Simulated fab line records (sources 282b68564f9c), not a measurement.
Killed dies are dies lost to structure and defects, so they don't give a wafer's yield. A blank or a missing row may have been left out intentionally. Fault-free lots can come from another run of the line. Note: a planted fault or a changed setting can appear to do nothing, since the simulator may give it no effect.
Split-lot study / flow rit cmos / on a route of 202 steps: 5 lots, 23 wafers read

== THE SPLIT ITSELF ==
At RIT_PRETRO_COAT_01 (resist thk 1300 nm), the setting resist thk nm was moved away from the recipe's 1300 nm on 7 of the 23 wafers read, by -5.9% to +4.9%. The other wafers ran this setting at the recipe's value.

== FROM THE SPLIT TO THE READING: what the file shows between them, 3 steps ==
- RIT_PRETRO_SOFTBAKE_02: time 60 s
- RIT_PRETRO_EXPOSE_03: exposes mask M5, target cd 43700 nm
- RIT_PRETRO_DEVELOP_05: develop time 68 s

== THE READING ==
NOVOLAK_of_PRETRO_COAT_01.thk nm (the simulator's own value, which no gauge read), in nm, at RIT_PRETRO_HARDBAKE_07 (time 120 s). The file does not state a usual value for it. The 16 wafers here that ran the recipe average 1138 nm, standard deviation 3.4 nm.

wafer=L074.1; tool, chamber at the split=litho track-01, 0; resist thk nm as run, nm=1300; against the recipe=recipe; NOVOLAK_of_PRETRO_COAT_01.thk nm, nm=1137; against lot-mates on the recipe=-
wafer=L074.2; tool, chamber at the split=litho track-01, 0; resist thk nm as run, nm=1223; against the recipe=-5.9%; NOVOLAK_of_PRETRO_COAT_01.thk nm, nm=1072; against lot-mates on the recipe=-62
wafer=L074.6; tool, chamber at the split=litho track-01, 0; resist thk nm as run, nm=1223; against the recipe=-5.9%; NOVOLAK_of_PRETRO_COAT_01.thk nm, nm=1072; against lot-mates on the recipe=-62
wafer=L074.3; tool, chamber at the split=litho track-01, 0; resist thk nm as run, nm=1300; against the recipe=recipe; NOVOLAK_of_PRETRO_COAT_01.thk nm, nm=1132; against lot-mates on the recipe=-
wafer=L074.5; tool, chamber at the split=litho track-01, 0; resist thk nm as run, nm=1223; against the recipe=-5.9%; NOVOLAK_of_PRETRO_COAT_01.thk nm, nm=1071; against lot-mates on the recipe=-64
wafer=L079.1; tool, chamber at the split=litho track-04, 0; resist thk nm as run, nm=1246; against the recipe=-4.2%; NOVOLAK_of_PRETRO_COAT_01.thk nm, nm=1096; against lot-mates on the recipe=-46
wafer=L079.2; tool, chamber at the split=litho track-04, 0; resist thk nm as run, nm=1300; against the recipe=recipe; NOVOLAK_of_PRETRO_COAT_01.thk nm, nm=1143; against lot-mates on the recipe=-
wafer=L079.3; tool, chamber at the split=litho track-04, 0; resist thk nm as run, nm=1300; against the recipe=recipe; NOVOLAK_of_PRETRO_COAT_01.thk nm, nm=1142; against lot-mates on the recipe=-
wafer=L079.4; tool, chamber at the split=litho track-04, 0; resist thk nm as run, nm=1300; against the recipe=recipe; NOVOLAK_of_PRETRO_COAT_01.thk nm, nm=1141; against lot-mates on the recipe=-
wafer=L079.6; tool, chamber at the split=litho track-04, 0; resist thk nm as run, nm=1246; against the recipe=-4.2%; NOVOLAK_of_PRETRO_COAT_01.thk nm, nm=1095; against lot-mates on the recipe=-47
wafer=L080.1; tool, chamber at the split=litho track-04, 0; resist thk nm as run, nm=1300; against the recipe=recipe; NOVOLAK_of_PRETRO_COAT_01.thk nm, nm=1134; against lot-mates on the recipe=-
wafer=L080.4; tool, chamber at the split=litho track-04, 0; resist thk nm as run, nm=1300; against the recipe=recipe; NOVOLAK_of_PRETRO_COAT_01.thk nm, nm=1134; against lot-mates on the recipe=-
wafer=L080.2; tool, chamber at the split=litho track-04, 0; resist thk nm as run, nm=1300; against the recipe=recipe; NOVOLAK_of_PRETRO_COAT_01.thk nm, nm=1138; against lot-mates on the recipe=-
wafer=L080.5; tool, chamber at the split=litho track-04, 0; resist thk nm as run, nm=1300; against the recipe=recipe; NOVOLAK_of_PRETRO_COAT_01.thk nm, nm=1136; against lot-mates on the recipe=-
wafer=L080.6; tool, chamber at the split=litho track-04, 0; resist thk nm as run, nm=1300; against the recipe=recipe; NOVOLAK_of_PRETRO_COAT_01.thk nm, nm=1136; against lot-mates on the recipe=-
wafer=L082.1; tool, chamber at the split=litho track-03, 0; resist thk nm as run, nm=1300; against the recipe=recipe; NOVOLAK_of_PRETRO_COAT_01.thk nm, nm=1142; against lot-mates on the recipe=-
wafer=L082.3; tool, chamber at the split=litho track-03, 0; resist thk nm as run, nm=1364; against the recipe=+4.9%; NOVOLAK_of_PRETRO_COAT_01.thk nm, nm=1195; against lot-mates on the recipe=+54
wafer=L082.4; tool, chamber at the split=litho track-03, 0; resist thk nm as run, nm=1300; against the recipe=recipe; NOVOLAK_of_PRETRO_COAT_01.thk nm, nm=1139; against lot-mates on the recipe=-
wafer=L082.5; tool, chamber at the split=litho track-03, 0; resist thk nm as run, nm=1364; against the recipe=+4.9%; NOVOLAK_of_PRETRO_COAT_01.thk nm, nm=1194; against lot-mates on the recipe=+53
wafer=L082.6; tool, chamber at the split=litho track-03, 0; resist thk nm as run, nm=1300; against the recipe=recipe; NOVOLAK_of_PRETRO_COAT_01.thk nm, nm=1141; against lot-mates on the recipe=-
wafer=L083.1; tool, chamber at the split=litho track-03, 0; resist thk nm as run, nm=1300; against the recipe=recipe; NOVOLAK_of_PRETRO_COAT_01.thk nm, nm=1138; against lot-mates on the recipe=-
wafer=L083.3; tool, chamber at the split=litho track-03, 0; resist thk nm as run, nm=1300; against the recipe=recipe; NOVOLAK_of_PRETRO_COAT_01.thk nm, nm=1133; against lot-mates on the recipe=-
wafer=L083.5; tool, chamber at the split=litho track-03, 0; resist thk nm as run, nm=1300; against the recipe=recipe; NOVOLAK_of_PRETRO_COAT_01.thk nm, nm=1135; against lot-mates on the recipe=-

THE FIT
A straight line over all 23 wafers: NOVOLAK_of_PRETRO_COAT_01.thk nm changes by +11.1 nm for each +1% of resist thk nm; r = +0.99; the points scatter about the line by 3.3 nm.
The same after taking each lot's own level away (the mean of its wafers on the recipe; 23 wafers): +10.8 nm for each +1%; r = +1.00; scatter 1.6 nm.
According to that fit, moving resist thk nm by its largest amount changes the reading by 64 nm.
Measured against the standard deviation above, the lots' own levels, which go from 1134.5 to 1142.0 nm, span 2.2 times it.
The two slopes are in agreement: the lot-to-lot level therefore moves the slope only a little.
Check: -64.3 nm against its lot-mates is what the line predicts for one of the wafers moved furthest among these (-5.9%) when that wafer is left out of the fit. Against them it came out at -62.5 nm.

== OTHER SPLITS APPLIED TO THESE WAFERS ==
Other splits were also applied to these wafers ahead of the reading. Each is held against what the fit with the lots' levels taken away leaves over:
other split on the same wafers=RIT_ACTIVE_CVD_03 temp c; wafers away from the commonest value=10; r with NOVOLAK_of_PRETRO_COAT_01.thk nm (lot level and that fit taken away)=+0.22
other split on the same wafers=RIT_ACTIVE_DEVELOP_10 dev temp c; wafers away from the commonest value=11; r with NOVOLAK_of_PRETRO_COAT_01.thk nm (lot level and that fit taken away)=+0.07
other split on the same wafers=RIT_FOX2_OXIDATION_00 temp c; wafers away from the commonest value=18; r with NOVOLAK_of_PRETRO_COAT_01.thk nm (lot level and that fit taken away)=+0.06
other split on the same wafers=RIT_PWELL_SOFTBAKE_02 temp c; wafers away from the commonest value=6; r with NOVOLAK_of_PRETRO_COAT_01.thk nm (lot level and that fit taken away)=-0.19
other split on the same wafers=RIT_PWELL_IMPLANT_08 energy kev; wafers away from the commonest value=11; r with NOVOLAK_of_PRETRO_COAT_01.thk nm (lot level and that fit taken away)=+0.38
other split on the same wafers=RIT_NRETRO_COAT_01 spin rpm; wafers away from the commonest value=9; r with NOVOLAK_of_PRETRO_COAT_01.thk nm (lot level and that fit taken away)=-0.34

== THE WHOLE CHAIN: every reading that the file lists as answering this split, in the file's order ==
step=RIT_PRETRO_COAT_01; what it does=resist thk 1300 nm; reading=NOVOLAK_of_PRETRO_COAT_01.thk nm (the simulator's own value, which no gauge read); change (the file's fit)=+12.5 nm for each +1% of the setting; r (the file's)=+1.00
step=RIT_PRETRO_HARDBAKE_07; what it does=time 120 s; reading=NOVOLAK_of_PRETRO_COAT_01.thk nm (the simulator's own value, which no gauge read); change (the file's fit)=+10.8 nm for each +1% of the setting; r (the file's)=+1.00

== FILE'S OWN FIT ==
NOVOLAK_of_PRETRO_COAT_01.thk nm changes by +10.8 nm for each +1% of resist thk nm, r = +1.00.
